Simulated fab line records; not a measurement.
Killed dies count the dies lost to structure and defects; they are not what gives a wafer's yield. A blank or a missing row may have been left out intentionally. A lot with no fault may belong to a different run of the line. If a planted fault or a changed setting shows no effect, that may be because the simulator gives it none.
Which tool is to blame? -- flow berkeley cmos170 -- 42 wafers from 14 lots sampled at 4 of the route's 331 steps

WHAT THE GAUGES SHOWED, per wafer
UCB170_SACOX_THK_MEAS_02. Usual: SACOX_OXIDE_THK typically reads 14.41 nm, with standard deviation 0.3.
lot,measured,on,SACOX_OXIDE_THK (nm),flag
L306,day 4 14:19,film metro-02,14.66 14.50 14.39,
L307,day 4 22:28,film metro-02,14.34 14.34 13.98,
L309,day 5 15:04,film metro-04,14.26 14.39 14.17,
L310,day 5 15:04,film metro-02,14.05 14.42 14.29,
L311,day 6 00:47,film metro-04,14.56 14.57 14.49,
L315,day 6 20:38,film metro-01,14.84 14.75 14.66,
L316,day 6 20:37,film metro-02,14.74 14.44 14.57,
L317,day 6 20:37,film metro-04,14.35 14.37 14.26,
L319,day 7 10:19,film metro-02,14.64 14.76 14.69,
L323,day 8 08:04,film metro-01,14.31 14.17 14.20,
L324,day 8 17:17,film metro-04,14.50 14.76 14.09,
L325,day 8 17:20,film metro-01,14.61 14.70 14.85,
L327,day 9 05:23,film metro-04,14.37 14.17 14.30,
L328,day 9 16:14,film metro-04,13.52 13.67 13.85,

WHICH TOOL RAN EACH LOT (tool, then ch and the chambers of the sampled wafers, then the start)
lot,UCB170_ZERO_ETCH_06,UCB170_NWELL_ETCH_13,UCB170_PFIELD_IMPLANT_07
L306,"rie diel-03 ch 1,3, day 1 19:35","rie diel-01 ch 1,2, day 2 04:20","implanter-01 ch 0, day 3 19:38"
L307,"rie diel-03 ch 1,2, day 2 01:02","rie diel-04 ch 0,1,2, day 2 14:26","implanter-01 ch 0, day 4 05:53"
L309,"rie diel-02 ch 0,1,3, day 2 12:10","rie diel-02 ch 0,3, day 3 00:22","implanter-01 ch 0, day 5 01:20"
L310,"rie diel-01 ch 0,2,3, day 2 14:48","rie diel-04 ch 0,2,3, day 3 01:29","implanter-02 ch 0, day 5 01:53"
L311,"rie diel-02 ch 2,3, day 2 21:20","rie diel-01 ch 0,1,2, day 3 09:26","implanter-01 ch 0, day 5 10:16"
L315,"rie diel-01 ch 0,2,3, day 3 15:19","rie diel-04 ch 0,1,2, day 4 00:39","implanter-01 ch 0, day 6 06:44"
L316,"rie diel-02 ch 0,3, day 3 19:50","rie diel-04 ch 0,1, day 4 05:25","implanter-01 ch 0, day 6 05:31"
L317,"rie diel-01 ch 0,1,3, day 3 23:50","rie diel-02 ch 0,1,3, day 4 09:35","implanter-04 ch 0, day 6 06:26"
L319,"rie diel-01 ch 2,3, day 4 07:58","rie diel-02 ch 0,3, day 4 17:12","implanter-02 ch 0, day 6 15:56"
L323,"rie diel-01 ch 0,3, day 5 05:18","rie diel-01 ch 0,3, day 5 16:30","implanter-04 ch 0, day 7 10:31"
L324,"rie diel-01 ch 0,1, day 5 12:02","rie diel-04 ch 1,2,3, day 5 21:32","implanter-04 ch 0, day 8 00:22"
L325,"rie diel-03 ch 1,3, day 5 14:36","rie diel-01 ch 0,2,3, day 6 01:59","implanter-02 ch 0, day 8 00:41"
L327,"rie diel-03 ch 0,1, day 6 02:47","rie diel-01 ch 0,3, day 6 14:28","implanter-04 ch 0, day 8 11:14"
L328,"rie diel-03 ch 0,2, day 6 08:46","rie diel-01 ch 2,3, day 6 20:34","implanter-02 ch 0, day 8 17:37"
- UCB170_ZERO_ETCH_06: etches SiO2 in CHF3/CF4/Ar, time 12 s.
- UCB170_NWELL_ETCH_13: etches Si3N4 in CH3F/Ar/O2, stops on SiO2, target depth 246.4 nm, time 154 s.
- UCB170_PFIELD_IMPLANT_07

WHAT THE TOOLS THEMSELVES READ (means of the sampled wafers that have a number; where no wafer has one, the mark that the record gives instead)
UCB170_ZERO_ETCH_06. Usual: CHF3_flow_sccm 50.01 sccm, standard deviation 0.16; drypump motor current A 5.8 A, standard deviation 0.51; oes product au 0.612 a.u., standard deviation 0.012; throttle valve pct 9.21 %, standard deviation 0.15.
lot,tool,CHF3_flow_sccm (sccm),drypump motor current A (A),oes product au (a.u.),throttle valve pct (%),flag
L306,rie diel-03,50.06,5.8,0.616,9.09,
L307,rie diel-03,50.18,5.4,0.608,9.40,
L309,rie diel-02,50.06,5.4,0.600,9.18,
L310,rie diel-01,49.89,6.3,0.616,9.25,
L311,rie diel-02,49.91,6.1,0.617,9.05,
L315,rie diel-01,49.96,6.3,0.619,9.24,
L316,rie diel-02,50.04,5.7,0.598,9.21,
L317,rie diel-01,49.98,5.9,0.612,9.28,
L319,rie diel-01,50.00,6.3,0.630,9.15,
L323,rie diel-01,50.09,6.2,0.623,9.23,
L324,rie diel-01,50.08,5.9,0.612,9.38,
L325,rie diel-03,50.04,5.8,0.621,9.09,
L327,rie diel-03,50.06,5.8,0.613,9.09,
L328,rie diel-03,50.03,5.7,0.610,9.45,

UCB170_NWELL_ETCH_13. Usual: O2_flow_sccm 7.002 sccm, standard deviation 0.02; drypump motor current A 5.8 A, standard deviation 0.49; oes product au 0.937 a.u., standard deviation 0.017; throttle valve pct 7.99 %, standard deviation 0.12.
lot,tool,O2_flow_sccm (sccm),drypump motor current A (A),oes product au (a.u.),throttle valve pct (%),flag
L306,rie diel-01,7.010,6.0,0.948,8.02,
L307,rie diel-04,7.003,5.7,0.934,7.89,
L309,rie diel-02,6.984,5.5,0.910,7.97,
L310,rie diel-04,7.014,5.8,0.951,7.98,
L311,rie diel-01,7.002,5.9,0.934,8.11,
L315,rie diel-04,7.012,5.7,0.943,7.89,
L316,rie diel-04,7.002,6.0,0.928,7.86,
L317,rie diel-02,7.021,5.4,0.908,8.01,
L319,rie diel-02,7.000,5.7,0.914,8.06,
L323,rie diel-01,7.003,6.3,0.934,8.15,
L324,rie diel-04,6.989,5.7,0.946,7.97,
L325,rie diel-01,6.999,6.3,0.938,8.05,
L327,rie diel-01,7.013,6.3,0.929,8.14,
L328,rie diel-01,7.026,6.3,0.952,7.97,

UCB170_PFIELD_IMPLANT_07. Usual: dose ions cm2 1.9999e+13, standard deviation 2.3e+10.
lot,tool,dose ions cm2,flag
L306,implanter-01,2.0000e+13,
L307,implanter-01,2.0001e+13,
L309,implanter-01,2.0021e+13,
L310,implanter-02,1.9974e+13,
L311,implanter-01,1.9989e+13,
L315,implanter-01,1.9347e+13,OFF
L316,implanter-01,1.9379e+13,OFF
L317,implanter-04,1.9967e+13,
L319,implanter-02,2.0031e+13,
L323,implanter-04,1.9989e+13,
L324,implanter-04,1.9979e+13,
L325,implanter-02,1.9994e+13,
L327,implanter-04,1.9991e+13,
L328,implanter-02,1.9999e+13,

THE ANSWER, worked out from the rows above alone
Rule: a lot counts as off when the mean over its wafers that have a number is more than 3 standard deviations away from the usual mean. A lot without any number at a reading at which 4 lots or more have one is off too. Where the step has rows for the other lots, those lots are counted as sound. Order of review: gauges by route order, followed by the tools' own readings, for which a lot's mean as printed above is used. The first step at which some lot is off is used, and at that step the reading that is off furthest; a lot without a number counts as furthest.
Off at UCB170_PFIELD_IMPLANT_07 (dose ions cm2): L315, L316.
A tool fits if, at that step or a process step before it, it ran every lot that is off, and no sound lot after the first of them. One candidate fits, namely implanter-01 at UCB170_PFIELD_IMPLANT_07. Its last sound lot is L311 (day 5 10:16), its first lot that is off L316 (day 6 05:31): a fault that began between those two fits.
The tool's own readings at UCB170_PFIELD_IMPLANT_07 bear it out: on the lots that are off they differ by more than 5 times the standard deviation of the sound lots' means. dose ions cm2 reads 1.9363e+13 there against 1.9995e+13 on the sound lots.

WHAT HAD BEEN PUT IN BY THE SIMULATOR
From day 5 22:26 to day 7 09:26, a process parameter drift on implanter-01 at UCB170_PFIELD_IMPLANT_07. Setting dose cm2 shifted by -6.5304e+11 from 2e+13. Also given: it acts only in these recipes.
Struck lots among those shown: L316, L315. The rule given above showed the same thing.
